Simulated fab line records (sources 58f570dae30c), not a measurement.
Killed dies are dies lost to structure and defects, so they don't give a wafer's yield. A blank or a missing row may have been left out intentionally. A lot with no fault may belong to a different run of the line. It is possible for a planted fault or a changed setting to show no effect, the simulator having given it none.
One fault through the eyes of 2 desks | flow berkeley-cmos170 | each desk has only its own numbers; what lay behind them comes last

FOR THE TOOL OWNER'S DESK: rie-metal-03
The tool's own readings at UCB170_M2_METAL_ETCH_18 (etches Al in Cl2/BCl3, stops on SiO2, target depth 1170 nm, time 195 s): means of the sampled wafers that have a number, for each lot that ran on this tool. Any lot whose mean is over 4 standard deviations away from the usual mean is out of limits and marked OUT; that distance is given in the brackets.
Columns: A = drypump-motor-current-A at UCB170_M2_METAL_ETCH_18, usual 6.1 A; B = oes-product-au at UCB170_M2_METAL_ETCH_18, usual 0.857 a.u.; C = throttle-valve-pct at UCB170_M2_METAL_ETCH_18, usual 24.7 %
lot  | first seen here | A   | B     | C
L641 | day 7 19:53     | 6.2 | 0.850 | 24.6
L650 | day 9 12:51     | 6.2 | 0.847 | 24.5
L658 | day 10 22:26    | 5.9 | 0.842 | 24.5
L657 | day 11 04:46    | 6.5 | 0.864 | 24.7
Result from this desk: across the 4 lots, nothing is out of limits.

AT THE METROLOGY DESK
What the gauges read, lot by lot, whatever tool the lot ran on: means of the sampled wafers that have a number. Any lot whose mean is over 4 standard deviations away from the usual mean is out of limits and marked OUT; that distance is given in the brackets.
Columns: A = V1_POLISHED_THK at UCB170_V1_THK_MEAS_04, usual 1000.2 nm; B = M2_OVL at UCB170_M2_OVL_MEAS_16, usual 1 nm
lot  | first seen here | A      | B
L640 | day 7 14:29     | 998.7  | -1
L641 | day 7 14:29     | 1001.4 | 5
L642 | day 7 16:53     | 1001.7 | -1
L644 | day 8 09:02     | 999.5  | 1
L646 | day 8 14:46     | 999.3  | -5
L648 | day 8 18:34     | 1000.6 | 1
L649 | day 9 07:33     | 1000.7 | -5
L650 | day 9 07:34     | 1000.8 | 3
L654 | day 10 09:41    | 1000.4 | 7
L658 | day 10 16:19    | 999.2  | 13
L659 | day 10 16:19    | 1001.0 | 7
L657 | day 10 23:47    | 998.5  | -3
L660 | day 11 13:11    | 1001.0 | -8
L663 | day 12 01:37    | 1000.4 | -2
Result from this desk: across the 14 lots, nothing is out of limits.

TAKEN TOGETHER
The desk of the tool owner found nothing out of limits.
Metrology desk: nothing out of limits seen.

WHAT THE SIMULATOR PUT IN
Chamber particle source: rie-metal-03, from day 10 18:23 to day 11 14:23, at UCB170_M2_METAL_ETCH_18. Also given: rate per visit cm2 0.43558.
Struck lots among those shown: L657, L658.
